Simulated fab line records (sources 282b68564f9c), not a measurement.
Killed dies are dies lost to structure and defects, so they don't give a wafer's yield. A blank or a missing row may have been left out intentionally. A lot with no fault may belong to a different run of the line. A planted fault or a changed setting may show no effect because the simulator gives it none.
Problem report, 8D (eight disciplines) form, completed by code | flow rit_cmos | the parts of the form that need people (team, actions taken, sign-off) are left out

1. THE PROBLEM
developer_temp_C at RIT_M1_DEVELOP_08 reads a mean of 20.67 C on 5 wafers of 2 lots; wafers without a fault read 22.96 C with a standard deviation of 0.1. That is -23 standard deviations from the usual mean.
The step: develop time 68 s.
Earliest sighting: wafer L473.3 on litho_track-02 at day 4 20:00. The record has a number at this step for 41 wafers belonging to 14 lots. By rule, "out" or "out of limits" means more than 4 standard deviations away from the usual mean. The rest of the wafers with a number are treated as sound.

2. WHAT IT IS, AND WHAT IT ISN'T
question                    | is                     | is not
which readings at this step | developer_temp_C       | -
which lots                  | L473, L474             | L467, L468, L469, L470, L471, L472, L480, L481, L482, L483, L484, L485
which wafers of those lots  | all that have a number | -
read on which tools         | litho_track-02         | litho_track-01, litho_track-03
when                        | from day 4 20:00       | up to then (18 sound wafers); but 18 sound wafers of L480, L481, L482, L483, L484, L485 came after

3. WHAT RULES OUT EACH SUSPECT
Counting: any tool at a process step up to the reading is kept as a suspect provided that every lot that is out went through it and no sound lot did after the first of them.
- litho_track-02 at RIT_M1_DEVELOP_08 (develop time 68 s): kept. All lots that are out passed through it, beginning with L473 at day 4 20:00, and no sound lot followed; its final sound lot before that point was L472 at day 4 16:00. Its own readings are out on those wafers: developer_temp_C.
Remaining after the count: litho_track-02 at RIT_M1_DEVELOP_08.

4. THE CAUSE (what the simulator had put in)
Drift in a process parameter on litho_track-02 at RIT_M1_DEVELOP_08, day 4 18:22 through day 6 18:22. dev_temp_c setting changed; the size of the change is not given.
Only this tool survived the counting.

5. THE CHAIN OF EFFECTS, in route order
One row per reading whose mean, taken over the struck wafers that have a number, lies over 3 standard deviations from the usual. Scope: only readings with a usual standard deviation given in the record; hours: median across lots of the time from each lot's start at the first step in this table that gives one to its start at this step; sigmas: change in usual standard deviations.
hours | step              | reading          | usual   | on struck wafers | change | sigmas
0     | RIT_M1_DEVELOP_08 | developer_temp_C | 22.96 C | 20.67            | -2.29  | -23
Here are the process steps it includes:
- RIT_M1_DEVELOP_08: develop time 68 s.

6. HOW IT WOULD HAVE BEEN CAUGHT EARLIER
In this record no reading fell out of limits until day 4 20:00, 2 hours after the fault had begun at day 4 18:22.
